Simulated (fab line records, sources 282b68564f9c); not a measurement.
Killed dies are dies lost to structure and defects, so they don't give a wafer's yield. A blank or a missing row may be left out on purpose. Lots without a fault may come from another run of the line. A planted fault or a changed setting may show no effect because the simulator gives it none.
A sampling plan put to the test | flow rit_cmos | one fab line, 10 faults that these records tell of, each judged on the records of the lots that it struck
The plan is the line's own looks: the steps of the route at which a gauge or an inspection reads the wafer and doesn't change it. A look can be judged if struck wafers have a number there and the file gives its usual mean and standard deviation on fault-free wafers. Caught: at a look after the fault's first step, the mean of the struck wafers lies 4 or more of those standard deviations (sigma) from the usual mean. On the tool: the same test on the tool's own readings at the fault's steps. Another recipe on the struck wafers, or a record that is blank for them alone, also counts as caught.

THE FAULTS, as the simulator had put them in
1. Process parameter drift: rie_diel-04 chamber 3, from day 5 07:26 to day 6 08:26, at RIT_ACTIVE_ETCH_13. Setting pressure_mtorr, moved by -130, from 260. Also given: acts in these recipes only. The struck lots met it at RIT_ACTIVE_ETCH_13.
2. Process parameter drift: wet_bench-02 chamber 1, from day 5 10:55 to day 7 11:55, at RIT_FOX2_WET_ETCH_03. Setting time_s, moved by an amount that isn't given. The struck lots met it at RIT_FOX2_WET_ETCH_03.
3. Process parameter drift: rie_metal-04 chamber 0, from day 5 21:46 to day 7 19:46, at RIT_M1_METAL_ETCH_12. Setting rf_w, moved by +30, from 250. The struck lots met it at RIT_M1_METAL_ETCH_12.
4. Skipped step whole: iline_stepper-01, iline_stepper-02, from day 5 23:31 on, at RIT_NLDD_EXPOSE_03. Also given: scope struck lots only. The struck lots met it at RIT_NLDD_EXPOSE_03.
5. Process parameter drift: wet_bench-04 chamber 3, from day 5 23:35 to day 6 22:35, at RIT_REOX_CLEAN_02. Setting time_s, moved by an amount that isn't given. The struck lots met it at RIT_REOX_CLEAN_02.
6. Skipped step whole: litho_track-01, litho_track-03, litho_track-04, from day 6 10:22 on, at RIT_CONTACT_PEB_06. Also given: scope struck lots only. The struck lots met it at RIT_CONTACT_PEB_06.
7. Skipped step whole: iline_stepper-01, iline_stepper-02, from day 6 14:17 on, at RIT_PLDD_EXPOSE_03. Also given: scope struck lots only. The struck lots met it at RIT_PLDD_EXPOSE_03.
8. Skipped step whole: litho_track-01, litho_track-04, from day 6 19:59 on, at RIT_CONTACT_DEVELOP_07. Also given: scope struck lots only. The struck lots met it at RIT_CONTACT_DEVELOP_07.
9. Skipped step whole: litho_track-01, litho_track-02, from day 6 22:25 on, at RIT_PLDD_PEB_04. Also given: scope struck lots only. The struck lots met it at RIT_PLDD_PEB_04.
10. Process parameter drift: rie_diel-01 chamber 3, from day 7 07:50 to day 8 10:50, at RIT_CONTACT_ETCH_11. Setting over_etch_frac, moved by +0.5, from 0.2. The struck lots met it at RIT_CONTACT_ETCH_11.

WHAT THE PLAN SAW
fault | on the tool itself                               | first look that catches it                   | reading, sigma | median hours from its first step to that look | hours from the fault's start to the first struck lot there | judged looks passed uncaught
1     | chamber_pressure_mTorr -99 or beyond sigma       | no look after it can be judged               | -              | -                                             | -                                                          | 0
2     | run_length_s +99 or beyond sigma                 | no look after it can be judged               | -              | -                                             | -                                                          | 0
3     | rf_fwd_power_W +44 sigma                         | no look after it can be judged               | -              | -                                             | -                                                          | 0
4     | no reading that can be judged                    | no look after it can be judged               | -              | -                                             | -                                                          | 0
5     | run_length_s -26 sigma                           | no look after it can be judged               | -              | -                                             | -                                                          | 0
6     | no reading that can be judged                    | no look after it can be judged               | -              | -                                             | -                                                          | 0
7     | no reading that can be judged                    | no look after it can be judged               | -              | -                                             | -                                                          | 0
8     | the tool's record is blank for the struck wafers | no look after it can be judged               | -              | -                                             | -                                                          | 0
9     | no reading that can be judged                    | not the one look that can be judged after it | -              | -                                             | -                                                          | 1
10    | only faintly: rf_fwd_power_W -2.7 sigma          | no look after it can be judged               | -              | -                                             | -                                                          | 0
A dash: the fault isn't caught, or these records don't give the number.

Caught at a look: 0 of 10. Caught on the tool: 5 of 10. By one or the other: 5 of 10.
Caught on the tool alone: faults 1, 2, 3, 5, 8.
Caught by neither: faults 4, 6, 7, 9, 10.
